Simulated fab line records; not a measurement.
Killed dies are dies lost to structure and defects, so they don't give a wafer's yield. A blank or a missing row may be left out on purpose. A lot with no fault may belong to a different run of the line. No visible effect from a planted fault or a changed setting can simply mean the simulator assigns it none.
Which tool was responsible?    flow ritCmos    Sampling: 15 lots, 45 wafers, 2 of 202 route steps

WHAT THE GAUGES SHOWED, per wafer
No reading from a measuring or inspecting step in the record can be judged against a usual standard deviation.

TOOL THAT RAN EACH LOT (tool first, then ch and the chambers of the sampled wafers, then the start)
lot   RIT_ACTIVE_STRIP_14                 RIT_M1_PROBE_99
L587  plasmaAsher-02 ch 0,1, day 1 15:05  prober-01, day 3 10:43
L588  plasmaAsher-02 ch 0,1, day 1 19:50  -
L589  plasmaAsher-01 ch 0,1, day 2 00:50  prober-01, day 3 20:31
L593  plasmaAsher-01 ch 0, day 2 20:58    prober-01, day 4 14:17
L594  plasmaAsher-01 ch 0,1, day 3 02:02  -
L595  plasmaAsher-03 ch 0,1, day 3 06:58  -
L596  plasmaAsher-01 ch 0,1, day 3 11:54  prober-02, day 5 08:14
L597  plasmaAsher-01 ch 0,1, day 3 16:50  -
L598  plasmaAsher-02 ch 0,1, day 3 21:59  -
L602  plasmaAsher-02 ch 0,1, day 4 18:46  prober-02, day 6 16:57
L603  plasmaAsher-02 ch 0,1, day 4 23:44  -
L604  plasmaAsher-02 ch 0,1, day 5 04:51  prober-02, day 6 21:44
L606  plasmaAsher-03 ch 0,1, day 5 13:54  prober-01, day 7 09:15
L608  plasmaAsher-02 ch 0,1, day 6 00:02  -
L610  plasmaAsher-03 ch 1, day 6 09:58    -
- RIT_ACTIVE_STRIP_14: strips in O2, time 180 s.
- RIT_M1_PROBE_99

AS READ BY THE TOOLS THEMSELVES (means over the sampled wafers that have a number; for cases with no such wafer, the mark the record gives instead)
RIT_ACTIVE_STRIP_14.
lot   tool            chamberPressureMTorr (mTorr)  drypumpMotorCurrentA (A)
L587  plasmaAsher-02  4000                          5.4
L588  plasmaAsher-02  3999                          5.4
L589  plasmaAsher-01  4002                          5.4
L593  plasmaAsher-01  3999                          5.7
L594  plasmaAsher-01  3998                          5.4
L595  plasmaAsher-03  4000                          5.6
L596  plasmaAsher-01  3996                          5.2
L597  plasmaAsher-01  3999                          5.5
L598  plasmaAsher-02  3999                          5.5
L602  plasmaAsher-02  4000                          5.5
L603  plasmaAsher-02  6000                          5.4
L604  plasmaAsher-02  6002                          5.4
L606  plasmaAsher-03  4002                          5.6
L608  plasmaAsher-02  5996                          5.5
L610  plasmaAsher-03  4002                          5.9

RIT_M1_PROBE_99.
lot   tool       killed_at_M0_to_M3  killedAtFrontEnd  killedDies  killedOpen  killedShort
L587  prober-01  0.0                 4                 4           3.0         1.0
L589  prober-01  0.0                 9                 9           5.3         4.0
L593  prober-01  0.0                 6                 6           2.3         4.0
L596  prober-02  0.0                 6                 6           3.3         3.0
L602  prober-02  0.0                 9                 9           3.3         5.3
L604  prober-02  0.0                 6                 6           3.3         3.0
L606  prober-01  0.3                 5                 5           1.7         3.7

THE ANSWER, worked out from the rows above alone
Rule: the lots themselves supply what counts as usual. Put in order of their means at a reading, lots are off if they are a third of the lots or fewer, leave a main group of 4 or more, and stand apart from it by a gap of 3 or more times the standard deviation of the main group's means; of several such gaps the widest counts. A main group is skipped when, at the precision printed for the reading in the tables above, its means are all equal. A lot without any number at a reading at which 4 lots or more have one is off too. Any other lot the step has rows for is counted as sound. The gauges are gone through in route order, then the tools' own readings, and for those a lot's mean is taken as printed above. At the first step where some lot is off, the reading lying furthest off is the one used; lots without a number count as furthest.
Off: L603, L604, L608 (RIT_ACTIVE_STRIP_14, chamberPressureMTorr). Main group: mean 4000 mTorr, sd 1.7.
If a tool, at that step or one of the process steps before it, ran each lot that is off and ran no sound lot following the first of them, it fits. One fits: RIT_ACTIVE_STRIP_14 on plasmaAsher-02. Its last sound lot is L602 (day 4 18:46), its first lot that is off L603 (day 4 23:44): a fault that began between those two fits.
The tool's own readings at RIT_ACTIVE_STRIP_14 bear it out: on the lots that are off they differ by more than 5 times the standard deviation of the sound lots' means. chamberPressureMTorr reads 5999 mTorr there against 4000 mTorr on the sound lots.

WHAT HAD BEEN PUT IN BY THE SIMULATOR
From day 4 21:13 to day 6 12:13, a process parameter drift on plasmaAsher-02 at RIT_ACTIVE_STRIP_14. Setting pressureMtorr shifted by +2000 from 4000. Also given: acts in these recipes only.
Shown lots that were struck: L603, L604, L608. The rule above found the same.
